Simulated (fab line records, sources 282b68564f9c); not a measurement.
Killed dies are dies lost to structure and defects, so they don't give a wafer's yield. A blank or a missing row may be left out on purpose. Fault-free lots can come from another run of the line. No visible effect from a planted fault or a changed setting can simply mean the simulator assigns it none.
fab line records    flow rit_cmos
record: lots: 5  wafers: 15  last_day: 7
route steps=202 shown NRETRO@61 PRETRO@64 M1@202
lots with no fault: from the same line, run without faults
start_h: start of the lot's first displayed wafer, in hours after the record's first day    wait_h: hours elapsed since this lot's preceding step    " same as the row above    L1.1+2: one row covering several wafers at once    - no value, or no start given    * or withheld: withheld    < > ~ a bound
route shown NAME@n: NAME is a module with steps in the file, n the number in the route of the first one    usual: mean/standard deviation of fault-free wafers    same: alike in all rows    chamber/n: place in a boat    sites: readings site by site    _std_site: standard deviation of those values    _edge_site: inner sites' mean taken away from outer sites' mean    radius_mm: for every site, how far away it sits from the centre of the wafer    mask NAME#n: copy n    behind: the tool/chamber that last shaped the wafer    hold: why the lot went on hold/how many hours it stayed there/how the hold came to an end    device: names the non-switching transistor (n, p or np)    end of line: the same wafers' tests at the end of the route    a step given without rows: its recipe and nothing more    killed: the dies lost at the first sort to structure and to defects; this is not the yield of the wafer    map: the dies of a wafer, with x for killed, . for not killed, _ for no die there
set.NAME: the setting as run; set.NAME@STEP: as run at that earlier step    model.NAME: the simulator's own value behind a step, which no gauge read
a table for each step, a row for each wafer; lots at some steps of the route
services: from which hour (start_h, from the record's first day; less than 0 if before it) a tool's chamber was out of use, for how many hours, and why
== steps ==
step: RIT_NRETRO_IMPLANT_08
recipe: species: P  energy_kev: 70  dose_cm2: 1e+13  tilt_deg: 7
step: RIT_NRETRO_STRIP_09
recipe: chemistry: O2  time_s: 180  resist: NOVOLAK  platen_temp_c: withheld  power_w: 500  pressure_mtorr: 4000  o2_flow_sccm: 4000
usual: chamber_pressure_mTorr: 4000/4.1  drypump_motor_current_A: 5.90/0.29  run_length_s: 208.5/0.41
lot.wafer  tool             chamber  start_h  wait_h  chamber_pressure_mTorr  drypump_motor_current_A  rf_hours_counter_h  run_length_s
L191.1     plasma_asher-04  1        46.86    0.1     4008                    5.61                     26                  208.4
L191.4     "                1        "        "       4001                    5.58                     -                   208.6
L191.5     "                1        "        "       3999                    5.61                     -                   208.4
L199.1     plasma_asher-02  0        90.25    0.1     4006                    5.94                     44                  208.7
L199.4     "                1        "        "       4006                    5.80                     -                   208.3
L199.5     "                0        "        "       4001                    5.92                     -                   208.6
L203.2     plasma_asher-01  1        107.94   0.1     4000                    6.06                     43                  208.6
L203.5     "                0        "        "       4001                    5.56                     -                   209.0
L203.6     "                1        "        "       3997                    6.05                     -                   208.9
L209.2     plasma_asher-04  1        139.22   0.1     3998                    5.56                     35                  208.4
L209.4     "                0        "        "       4002                    6.27                     -                   207.9
L209.5     "                1        "        "       4003                    5.58                     -                   208.2
L210.1     plasma_asher-01  1        143.72   0.1     4000                    6.07                     3                   209.0
L210.2     "                0        "        "       4000                    5.59                     3                   209.2
L210.4     "                0        "        "       3999                    5.58                     -                   209.0
step: RIT_NRETRO_TW_MEAS_10
usual: NRETRO_TW: 1054/7.2
lot.wafer  tool           chamber  start_h  wait_h  NRETRO_TW
L191.1     film_metro-03  -        47.03    0.1     1052
L191.4     "              -        "        "       1054
L191.5     "              -        "        "       1056
L199.1     film_metro-01  -        90.43    0.1     1055
L199.4     "              -        "        "       1048
L199.5     "              -        "        "       1050
L203.2     film_metro-03  -        108.13   0.1     1068
L203.5     "              -        "        "       1065
L203.6     "              -        "        "       1065
L209.2     film_metro-01  -        139.40   0.1     1044
L209.4     "              -        "        "       1045
L209.5     "              -        "        "       1048
L210.1     film_metro-02  -        143.90   0.1     1048
L210.2     "              -        "        "       1049
L210.4     "              -        "        "       1052
step: RIT_PRETRO_HMDS_00
recipe: prime_time_s: 60  prime_temp_c: 140
step: RIT_PRETRO_COAT_01
recipe: resist: NOVOLAK  spin_rpm: 2000  resist_thk_nm: 1300
step: RIT_PRETRO_SOFTBAKE_02
recipe: resist: NOVOLAK  temp_c: 90  time_s: 60
step: RIT_PRETRO_EXPOSE_03
recipe: mask_id: M5  na: 0.57  target_cd_nm: 43700  dose_mj: 250
step: RIT_PRETRO_PEB_04
recipe: resist: NOVOLAK  temp_c: withheld  time_s: withheld
step: RIT_PRETRO_DEVELOP_05
recipe: resist: NOVOLAK  develop_time_s: 68  dev_temp_c: 23
step: RIT_PRETRO_OVL_MEAS_06
usual: PRETRO_OVL: -0.6/1.2
lot.wafer  tool        chamber  start_h  wait_h  PRETRO_OVL[nm]
L191.1     overlay-02  -        48.10    -       1.2
L191.4     "           -        "        "       1.0
L191.5     "           -        "        "       1.3
L199.1     overlay-01  -        91.58    -       -1.4
L199.4     "           -        "        "       -0.5
L199.5     "           -        "        "       0.3
L203.2     overlay-01  -        109.21   -       -1.4
L203.5     "           -        "        "       -0.6
L203.6     "           -        "        "       -0.3
L209.2     overlay-01  -        140.46   -       1.0
L209.4     "           -        "        "       0.2
L209.5     "           -        "        "       -0.3
L210.1     overlay-02  -        145.10   -       -2.4
L210.2     "           -        "        "       -0.9
L210.4     "           -        "        "       -0.7
step: RIT_PRETRO_HARDBAKE_07
recipe: resist: NOVOLAK  temp_c: 140  time_s: 120
step: RIT_PRETRO_IMPLANT_08
recipe: species: B  energy_kev: 45  dose_cm2: 1.2e+13  tilt_deg: 7
step: RIT_PRETRO_STRIP_09
recipe: chemistry: O2  time_s: 180  resist: NOVOLAK  platen_temp_c: withheld  power_w: 500  pressure_mtorr: 4000  o2_flow_sccm: 4000
usual: chamber_pressure_mTorr: 4000/3.5  drypump_motor_current_A: 5.98/0.29  run_length_s: 208.6/0.42
lot.wafer  tool             chamber  start_h  wait_h  chamber_pressure_mTorr  drypump_motor_current_A  rf_hours_counter_h  run_length_s  model.NOVOLAK_of_PRETRO_COAT_01.thk_nm
L191.1     plasma_asher-01  1        48.53    0.1     4005                    6.08                     36                  208.5         0
L191.4     "                0        "        "       3999                    5.61                     -                   209.1         0
L191.5     "                0        "        "       4000                    5.57                     -                   209.2         0
L199.1     plasma_asher-04  1        92.02    0.1     4002                    5.57                     30                  27.0          671.1
L199.4     "                1        "        "       4004                    5.61                     -                   27.1          672.5
L199.5     "                0        "        "       4007                    6.27                     -                   27.4          672.4
L203.2     plasma_asher-03  0        109.64   0.1     3995                    5.93                     50                  209.1         0
L203.5     "                0        "        "       4001                    5.94                     -                   208.9         0
L203.6     "                1        "        "       3998                    6.29                     -                   208.7         0
L209.2     plasma_asher-04  1        140.89   0.1     4001                    5.59                     35                  208.1         0
L209.4     "                0        "        "       4005                    6.28                     -                   207.9         0
L209.5     "                1        "        "       3999                    5.61                     -                   208.2         0
L210.1     plasma_asher-03  1        145.68   0.2     4000                    6.30                     54                  208.3         0
L210.2     "                0        "        "       3999                    5.93                     54                  209.1         0
L210.4     "                0        "        "       4002                    5.92                     -                   209.6         0
step: RIT_PRETRO_TW_MEAS_10
usual: PRETRO_TW: 479/4.2
lot.wafer  tool           chamber  start_h  wait_h  PRETRO_TW
L191.1     film_metro-02  -        48.71    0.1     474
L191.4     "              -        "        "       474
L191.5     "              -        "        "       470
L199.1     film_metro-02  -        92.19    0.1     475
L199.4     "              -        "        "       471
L199.5     "              -        "        "       473
L203.2     film_metro-02  -        109.83   0.1     474
L203.5     "              -        "        "       473
L203.6     "              -        "        "       472
L209.2     film_metro-02  -        141.08   0.1     474
L209.4     "              -        "        "       475
L209.5     "              -        "        "       475
L210.1     film_metro-04  -        145.86   0.1     480
L210.2     "              -        "        "       481
L210.4     "              -        "        "       484
step: RIT_M1_PROBE_99
usual: killed_at_front_end: 7/3  killed_dies: 7/3  killed_on_rim: 1.8/1.2  killed_open: 3.2/1.9  killed_short: 3.6/2.2
same: gross_dies: 264  killed_at_M0_to_M3: 0  killed_at_M4_up: 0  killed_at_back_side: 0  killed_at_contacts: 0  killed_at_other: 0
lot.wafer  tool       chamber  start_h  wait_h  hold                    killed_at_front_end  killed_dies  killed_on_rim  killed_open  killed_short
L191.1     prober-01  -        78.97    0.1     -                       12                   12           2              3            9
L191.4     prober-01  -        79.12    0.2     -                       7                    7            1              3            4
L191.5     prober-01  -        79.17    0.2     -                       6                    6            3              1            5
L199.1     prober-01  -        119.42   0.1     await_dispo/2.1h/scrap  264                  264          70             1            3
L199.4     prober-01  -        119.57   0.2     await_dispo/2.1h/scrap  264                  264          70             2            4
L199.5     prober-01  -        119.62   0.2     await_dispo/2.1h/scrap  264                  264          70             0            2
L203.2     prober-01  -        135.89   0.1     -                       5                    5            0              1            4
L203.5     prober-01  -        136.04   0.2     -                       6                    6            2              2            4
L203.6     prober-01  -        136.09   0.2     -                       4                    4            2              2            2
L209.2     prober-01  -        168.49   0.1     -                       10                   10           6              5            5
L209.4     prober-01  -        168.59   0.2     -                       12                   12           5              4            8
L209.5     prober-01  -        168.64   0.2     -                       5                    5            2              3            2
L210.1     prober-02  -        172.72   0.1     -                       6                    6            2              5            1
L210.2     prober-02  -        172.77   0.1     -                       4                    4            1              3            1
L210.4     prober-02  -        172.87   0.2     -                       4                    4            1              2            2
killed by level:class
L191.1 GATE:geometric_particle:short=6 REOX:geometric_particle:short=2 FOX2:geometric_particle:open=1 GATE:geometric_particle:open=1 SPACER:geometric_particle:open=1 SPACER:geometric_particle:short=1
L191.4 GATE:geometric_particle:short=4 GATE:geometric_particle:open=2 SILICIDE:geometric_particle:open=1
L191.5 GATE:geometric_particle:short=2 SPACER:geometric_particle:short=2 FOX2:geometric_particle:open=1 SILICIDE:geometric_particle:short=1
L199.1 GATE:area_oxidation=260 GATE:geometric_particle:short=1 SPACER:geometric_particle:open=1 SPACER:geometric_particle:short=1 SILICIDE:geometric_particle:short=1
L199.4 GATE:area_oxidation=258 FOX1:geometric_particle:short=1 GATE:geometric_particle:short=1 GATE:geometric_particle:open=1 SPACER:geometric_particle:short=1 SILICIDE:geometric_particle:open=1 SILICIDE:geometric_particle:short=1
L199.5 GATE:area_oxidation=260 NSD:coat_microbubble_printed=2 GATE:geometric_particle:short=1 REOX:geometric_particle:short=1
L203.2 FOX1:geometric_particle:short=2 FOX1:geometric_particle:open=1 GATE:geometric_particle:short=1 REOX:geometric_particle:short=1
L203.5 GATE:geometric_particle:open=2 REOX:geometric_particle:short=2 FOX1:geometric_particle:short=1 SILICIDE:geometric_particle:short=1
L203.6 FOX2:geometric_particle:short=1 GATE:geometric_particle:open=1 GATE:geometric_particle:short=1 SILICIDE:geometric_particle:open=1
L209.2 GATE:geometric_particle:short=3 GATE:geometric_particle:open=3 REOX:geometric_particle:short=1 REOX:geometric_particle:open=1 SPACER:geometric_particle:short=1 SPACER:geometric_particle:open=1
L209.4 FOX2:geometric_particle:short=2 GATE:geometric_particle:open=2 SPACER:geometric_particle:open=2 SILICIDE:geometric_particle:short=2 ACTIVE:geometric_particle:short=1 FOX1:geometric_particle:short=1 GATE:geometric_particle:short=1 SPACER:geometric_particle:short=1
L209.5 GATE:geometric_particle:open=2 GATE:geometric_particle:short=2 REOX:geometric_particle:open=1
L210.1 GATE:geometric_particle:open=3 FOX2:geometric_particle:open=2 GATE:geometric_particle:short=1
L210.2 FOX1:geometric_particle:open=1 GATE:geometric_particle:short=1 GATE:geometric_particle:open=1 REOX:geometric_particle:open=1
L210.4 FOX1:geometric_particle:open=1 FOX1:geometric_particle:short=1 GATE:geometric_particle:short=1 GATE:geometric_particle:open=1
map L199.1 (x killed, . not)
________xxxxxxx_______
_____xxxxxxxxxxxxx____
____xxxxxxxxxxxxxxx___
___xxxxxxxxxxxxxxxxx__
__xxxxxxxxxxxxxxxxxxx_
__xxxxxxxxxxxxxxxxxxx_
_xxxxxxxxxxxxxxxxxxxxx
_xxxxxxxxxxxxxxxxxxxxx
_xxxxxxxxxxxxxxxxxxxxx
_xxxxxxxxxxxxxxxxxxxxx
__xxxxxxxxxxxxxxxxxxx_
__xxxxxxxxxxxxxxxxxxx_
___xxxxxxxxxxxxxxxxx__
____xxxxxxxxxxxxxxx___
_____xxxxxxxxxxxxx____
________xxxxxxx_______
map L209.4 (x killed, . not)
________.x....._______
_____x............____
____...............___
___..........x......__
__..................._
__..................._
_.......x.............
_............x........
_.................x.x.
_x..................x.
__.............x....._
__.x..........x......_
___.................__
____...............___
_____.............____
________......._______
== services ==
tool             chamber  start_h  hours  kind
plasma_asher-04  -        84.26    1.3    repair
plasma_asher-04  -        103.48   2.8    pm
plasma_asher-01  -        108.75   9.0    pm
plasma_asher-01  0        108.75   9.0    vent_cycle
plasma_asher-01  1        108.75   9.0    vent_cycle
plasma_asher-01  0        117.75   -      clean
plasma_asher-01  1        117.75   -      clean
== key ==
first_sign: step: RIT_PRETRO_STRIP_09  reading: run_length_s  direction: down  sigmas: 99+  usual: *  struck: *
effect: step: RIT_M1_PROBE_99  reading: killed_at_front_end  direction: up  sigmas: 85  usual: 7  struck: 264
model_effect: step: RIT_PRETRO_STRIP_09  value: NOVOLAK_of_PRETRO_COAT_01.thk_nm  without: 0  struck: 672
more_kills_born_at: RIT_GATE_OXIDATION_05@furnace-04: 778
met_at RIT_PRETRO_STRIP_09
struck_wafers L199.1,L199.4,L199.5
later_rows_left_out L199.1,L199.4,L199.5
tester_left_out L199
fault: kind: strip_aborted  tool: plasma_asher-04  chamber: -  onset_h: 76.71  steps: RIT_PRETRO_STRIP_09  offset: 0.85  end_h: 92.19
tester_left_out: of these lots the tester's yield and bins aren't shown, on N5 and GAA mostly nor the transistor test; their killed dies are dies lost to structure and defects alone, not to doping, threshold or leakage, so they don't give the yield
later_rows_left_out: the simulator's readings of these wafers behind a module that went badly wrong aren't trusted and aren't shown, but for the sort
